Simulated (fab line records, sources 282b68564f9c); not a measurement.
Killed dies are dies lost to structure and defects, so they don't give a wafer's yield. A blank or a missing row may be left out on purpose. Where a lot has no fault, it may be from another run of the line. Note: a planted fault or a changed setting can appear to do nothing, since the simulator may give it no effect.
A lot that was struck, set against a sound lot ; flow ritCmos ; 15 out of 202 route steps
Sound: wafers L998.2, L998.4, L998.5. Struck: wafers L111.1, L111.2, L111.3. Last of all comes the cause.
At each step with rows: each side's tool, then ch and its chambers, then its first start. Under that, the readings that differ: sound wafers ; struck wafers ; difference of the means ; sigmas: that difference in standard deviations of wafers without a fault.
alike: readings with means less than 2 such deviations apart, plus words and numbers identical on both sides. not compared: withheld readings, readings lacking a value on some wafer, bounds such as >300 that could conceal the same value, and numbers that have no deviation in the record and whose values overlap.
Wherever a step has rows on one side only, a row that says differs or no value, or a row with sigmas, the two part there. Numbers that don't overlap but have no deviation are shown without sigmas and don't part them. Lack of a reading on every wafer of one side parts them only where that side has two or more wafers.

first, 1 step without rows for these wafers: RIT_NSD_IMPLANT_08.
RIT_NSD_STRIP_09: strips in O2, time 180 s.
  sound on plasmaAsher-01 ch 0,1, day 3 03:37; struck on plasmaAsher-04 ch 0,1, day 5 19:56
  alike: chamberPressureMTorr, drypumpMotorCurrentA
  not compared: rfHoursCounterH
RIT_NSD_TW_MEAS_10:
  sound on filmMetro-02 at day 3 03:48; struck on filmMetro-01 at day 5 20:06
  alike: NSD_TW
then, 6 steps without rows for these wafers: RIT_PSD_HMDS_00 (prime time 60 s); RIT_PSD_COAT_01 (resist thk 1000 nm); RIT_PSD_SOFTBAKE_02 (time 60 s); RIT_PSD_EXPOSE_03 (exposes mask M10, target cd 40900 nm); RIT_PSD_PEB_04; RIT_PSD_DEVELOP_05 (develop time 50 s).
RIT_PSD_OVL_MEAS_06:
  sound on overlay-02 at day 3 04:50; struck on overlay-01 at day 5 21:10
  alike: PSD_OVL
then, 2 steps without rows for these wafers: RIT_PSD_HARDBAKE_07 (time 60 s); RIT_PSD_IMPLANT_08.
RIT_PSD_STRIP_09: strips in O2, time 180 s.
  sound on plasmaAsher-01 ch 0,1, day 3 05:10; struck on plasmaAsher-03 ch 0,1, day 5 21:30
  no value came back on the struck wafers for chamberPressureMTorr (mTorr), drypumpMotorCurrentA (A); on the sound wafers chamberPressureMTorr (mTorr) reads 4000 4005 4002
reading;sound;struck;difference;sigmas
model.NOVOLAK_of_PSD_COAT_01.thkNm (nm);0 0 0;881.5 884.5 881.5;+882.5;
  not compared: rfHoursCounterH
RIT_PSD_TW_MEAS_10:
  sound on filmMetro-02 at day 3 05:20; struck on filmMetro-01 at day 5 21:41
  alike: PSD_TW
RIT_M1_PROBE_99:
  sound on prober-01 at day 3 13:35; struck on prober-02 at day 6 05:34
reading;sound;struck;difference;sigmas
killedAtFrontEnd;5 17 4;264 264 264;+255;+85
killedDies;5 17 4;264 264 264;+255;+82
killedOnRim;0 3 1;70 70 70;+69;+46
  alike: killed_at_M0_to_M3, killedOpen, killedShort

== WHERE THEY PART ==
Earliest at RIT_PSD_STRIP_09; latest, in this record, at RIT_M1_PROBE_99.

WHY: the cause the simulator had injected
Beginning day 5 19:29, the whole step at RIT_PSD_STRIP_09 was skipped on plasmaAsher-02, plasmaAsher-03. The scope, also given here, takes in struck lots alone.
